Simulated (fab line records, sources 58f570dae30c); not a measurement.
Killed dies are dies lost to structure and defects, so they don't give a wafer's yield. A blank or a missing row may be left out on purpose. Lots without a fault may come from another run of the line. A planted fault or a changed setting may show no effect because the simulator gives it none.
A struck lot beside a sound one | flow berkeley_cmos170 | 43 steps out of a route of 331
Sound: wafers L649.1, L649.3, L649.4. Struck: wafers L655.2, L655.6. (L655.5 of the same lot was not struck and is left out.) The cause comes at the end.
At each step with rows: each side's tool, then ch and its chambers, then its first start. Under that, the readings that differ: sound wafers | struck wafers | difference of the means | sigmas: that difference in standard deviations of wafers without a fault.
alike: readings whose means differ by less than 2 such deviations, and words and numbers that are the same on both sides. not compared: withheld readings, readings that some wafer has no value for, bounds like >300 that may hide the same value, and numbers for which the record gives no deviation and whose values overlap.
The two part at a step that has a row with sigmas, a row that says differs or no value, or rows on one side only. Numbers that don't overlap but have no deviation are shown without sigmas and don't part them. A reading that every wafer of one side lacks parts them only if that side has two wafers or more.

first, 6 steps without rows for these wafers: UCB170_V1_HMDS_06 (prime time 60 s); UCB170_V1_COAT_07 (resist thk 900 nm); UCB170_V1_SOFTBAKE_08 (time 60 s); UCB170_V1_EXPOSE_09 (exposes mask VIA1, target cd 700 nm); UCB170_V1_PEB_10; UCB170_V1_DEVELOP_11 (develop time 45 s).
UCB170_V1_CD_MEAS_12: target cd 700 nm.
  sound on cd_sem-01, day 9 02:44; struck on cd_sem-01, day 10 01:52
  alike: cd_nm
UCB170_V1_OVL_MEAS_13:
  sound on overlay-01, day 9 02:51; struck on overlay-02, day 10 01:58
  alike: V1_OVL
UCB170_V1_ETCH_14: etches SiO2 in CHF3/CF4/Ar, stops on Al, target depth 1250 nm, time 291 s.
  sound on rie_diel-04 ch 0,1,3, day 9 02:53; struck on rie_diel-03 ch 0,2, day 10 02:00
  reading                     | sound       | struck  | difference | sigmas
  drypump_motor_current_A (A) | 6.2 5.7 5.8 | 5.3 4.8 | -0.9       | -2
  alike: CHF3_flow_sccm, oes_product_au, throttle_valve_pct
  not compared: rf_hours_counter_h
UCB170_V1_STRIP_15: strips in O2.
  sound on plasma_asher-02 ch 0,1, day 9 03:04; struck on plasma_asher-04 ch 1, day 10 02:11
  alike: drypump_motor_current_A, oes_product_au, strip_time_to_endpoint_s
  not compared: rf_hours_counter_h
UCB170_V1_CD_MEAS_90: target cd 700 nm.
  sound on cd_sem-02, day 9 03:10; struck on cd_sem-01, day 10 02:18
  alike: cd_nm
then, 1 step without rows for these wafers: UCB170_M2_PRE_CLEAN_00 (preclean etch time 60 s).
UCB170_M2_SPUTTER_01: material Al, target thk 900 nm, time 120 s.
  sound on pvd_sputter-01, day 9 03:21; struck on pvd_sputter-03, day 10 02:28
  reading                               | sound           | struck      | difference | sigmas
  model.Al_of_M2_SPUTTER_01.thk_nm (nm) | 909.5 903 904.9 | 783.1 783.1 | -122.7     |
  alike: throttle_valve_pct
UCB170_M2_RS_MEAS_02: measures by four-point-probe.
  sound on film_metro-03, day 9 03:26; struck on film_metro-03, day 10 02:34
  reading           | sound                | struck        | difference | sigmas
  M2_AL_RS (ohm/sq) | 0.0318 0.0319 0.0319 | 0.0369 0.0369 | +0.0050    | +14
UCB170_M2_THK_MEAS_03: measures by xrf.
  sound on film_metro-03, day 9 03:34; struck on film_metro-03, day 10 02:41
  reading        | sound       | struck  | difference | sigmas
  M2_AL_THK (nm) | 912 907 909 | 787 792 | -120       | -12
then, 3 steps without rows for these wafers: UCB170_M2_HMDS_04 (prime time 60 s); UCB170_M2_COAT_05 (resist thk 900 nm); UCB170_M2_SOFTBAKE_06 (time 60 s).
UCB170_M2_STRIP_07: strips in O2.
  sound on plasma_asher-03 ch 0,1, day 9 04:04; struck on plasma_asher-02 ch 0,1, day 10 03:11
  reading               | sound             | struck      | difference | sigmas
  oes_product_au (a.u.) | 0.734 0.720 0.740 | 0.743 0.743 | +0.012     | +2
  alike: drypump_motor_current_A, strip_time_to_endpoint_s
  not compared: rf_hours_counter_h
then, 7 steps without rows for these wafers: UCB170_M2_STRIP_08 (strips KrF in DMSO, time 600 s); UCB170_M2_COAT_09; UCB170_M2_COAT_10 (resist thk 900 nm); UCB170_M2_SOFTBAKE_11 (time 58.01 s); UCB170_M2_EXPOSE_12 (exposes mask METAL2, target cd 700 nm); UCB170_M2_PEB_13; UCB170_M2_DEVELOP_14 (develop time 45 s).
UCB170_M2_CD_MEAS_15: target cd 700 nm.
  sound on cd_sem-02, day 9 05:58; struck on cd_sem-02, day 10 04:54
  reading    | sound             | struck      | difference | sigmas
  cd_nm (nm) | 700.7 701.1 701.5 | 697.6 698.6 | -3.0       | -2
UCB170_M2_OVL_MEAS_16:
  sound on overlay-02, day 9 06:05; struck on overlay-02, day 10 05:01
  alike: M2_OVL
UCB170_M2_ETCH_17: etches BARC in N2/H2.
  sound on rie_diel-04 ch 0,1,2, day 9 06:07; struck on rie_diel-03 ch 2, day 10 05:02
  reading                     | sound       | struck  | difference | sigmas
  drypump_motor_current_A (A) | 5.8 6.2 5.7 | 4.8 4.8 | -1.1       | -3
  alike: oes_product_au, throttle_valve_pct
UCB170_M2_METAL_ETCH_18: etches Al in Cl2/BCl3, stops on SiO2, target depth 1170 nm, time 195 s.
  sound on rie_metal-04 ch 0,1, day 9 06:10; struck on rie_metal-04 ch 0,1, day 10 05:05
  reading               | sound             | struck      | difference | sigmas
  oes_product_au (a.u.) | 0.870 0.856 0.865 | 0.810 0.798 | -0.060     | -5
  alike: drypump_motor_current_A, throttle_valve_pct
  not compared: rf_hours_counter_h
UCB170_M2_STRIP_19: strips in O2.
  sound on plasma_asher-03 ch 0,1, day 9 06:21; struck on plasma_asher-04 ch 1, day 10 05:16
  alike: drypump_motor_current_A, oes_product_au
  not compared: rf_hours_counter_h
UCB170_M2_CD_MEAS_90: target cd 700 nm.
  sound on cd_sem-02, day 9 06:27; struck on cd_sem-01, day 10 05:23
  alike: cd_nm
then, 1 step without rows for these wafers: UCB170_V2_CVD_00 (deposits SiO2 from TEOS/O2, target thk 2000 nm, time 250 s).
UCB170_V2_THK_MEAS_01:
  sound on film_metro-03, day 9 06:44; struck on film_metro-04, day 10 05:39
  alike: V2_TEOS_THK
then, 1 step without rows for these wafers: UCB170_V2_CMP_02 (polishes SiO2).
UCB170_V2_BOW_MEAS_03:
  sound on film_metro-03, day 9 07:05; struck on film_metro-03, day 10 06:01
  alike: V2_BOW
UCB170_V2_THK_MEAS_04:
  sound on film_metro-03, day 9 07:13; struck on film_metro-03, day 10 06:08
  alike: V2_POLISHED_THK
then, 5 steps without rows for these wafers: UCB170_V2_CLEAN_05 (cleans in DIW); UCB170_V2_HMDS_06 (prime time 60 s); UCB170_V2_COAT_07 (resist thk 900 nm); UCB170_V2_SOFTBAKE_08 (time 60 s); UCB170_V2_EXPOSE_09 (exposes mask VIA2, target cd 700 nm).
UCB170_V2_ETCH_14: etches SiO2 in CHF3/CF4/Ar, stops on Al, target depth 1250 nm, time 291 s.
  sound on rie_diel-03 ch 0,3, day 9 09:45; struck on rie_diel-01 ch 1,2, day 10 09:05
  reading                               | sound         | struck    | difference | sigmas
  model.Al_of_M2_SPUTTER_01.thk_nm (nm) | 909 903 904.9 | 783 783.1 | -123       |
  alike: CHF3_flow_sccm, drypump_motor_current_A, oes_product_au, throttle_valve_pct
  not compared: rf_hours_counter_h

WHERE THEY PART
First at UCB170_V1_ETCH_14; last, within this record, at UCB170_M2_METAL_ETCH_18. Later steps at which nothing parts them and some readings are alike: UCB170_M2_STRIP_19, UCB170_M2_CD_MEAS_90, UCB170_V2_THK_MEAS_01, UCB170_V2_BOW_MEAS_03, UCB170_V2_THK_MEAS_04, UCB170_V2_ETCH_14.

WHY: what the simulator had put in
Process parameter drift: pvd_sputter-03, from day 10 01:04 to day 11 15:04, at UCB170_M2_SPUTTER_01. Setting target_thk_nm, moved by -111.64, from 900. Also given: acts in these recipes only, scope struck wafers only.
